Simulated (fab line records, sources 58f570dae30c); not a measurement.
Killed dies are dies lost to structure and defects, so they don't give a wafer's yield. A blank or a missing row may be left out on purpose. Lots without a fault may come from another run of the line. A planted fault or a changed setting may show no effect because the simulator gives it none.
Chamber matching | flow berkeley_cmos170 | UCB170_V1_CVD_00 on pecvd-04: 3 sister chambers
The step deposits SiO2 from TEOS/O2, target thk 2000 nm, time 250 s. 3 wafers are shown with their chamber, then 8 later ones without.

WAFERS WITH THEIR CHAMBER
wafer  | chamber | heater_power_w (W)
L856.1 | 1       | 284
L860.6 | 0       | 262
L865.3 | 2       | 292

WAFERS WITHOUT THEIR CHAMBER
wafer  | heater_power_w (W)
L865.4 | 263
L865.6 | 207
L871.2 | 272
L871.3 | 276
L871.5 | 367
L873.1 | 276
L873.3 | 333
L873.4 | 257

WHICH CHAMBER EACH WENT THROUGH
wafer  | from the rows above          | in truth
L865.4 | can't be placed: 0 or 1 or 2 | 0
L865.6 | can't be placed: 0 or 1 or 2 | 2
L871.2 | can't be placed: 0 or 1 or 2 | 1
L871.3 | can't be placed: 1 or 0 or 2 | 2
L871.5 | can't be placed: 2 or 1 or 0 | 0
L873.1 | can't be placed: 1 or 0 or 2 | 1
L873.3 | can't be placed: 2 or 1 or 0 | 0
L873.4 | can't be placed: 0 or 1 or 2 | 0
Placed correctly: 0 of 8. Can't be placed from these rows: 8 (the true chamber is among the candidates in 8). Placed wrongly: 0.
How it was worked out, from the rows above alone: a wafer's distance from a chamber is the root of the sum, over the readings, of the square of ((its reading less the chamber's mean) divided by the reading's scatter). The wafer belongs to the nearest chamber; if the next one is less than 2 further off, it can't be placed. A chamber's mean is the mean of its shown wafers. The scatter: with one shown wafer a chamber, the root of the mean of the squares of how far each hidden wafer lies from its nearest shown one.
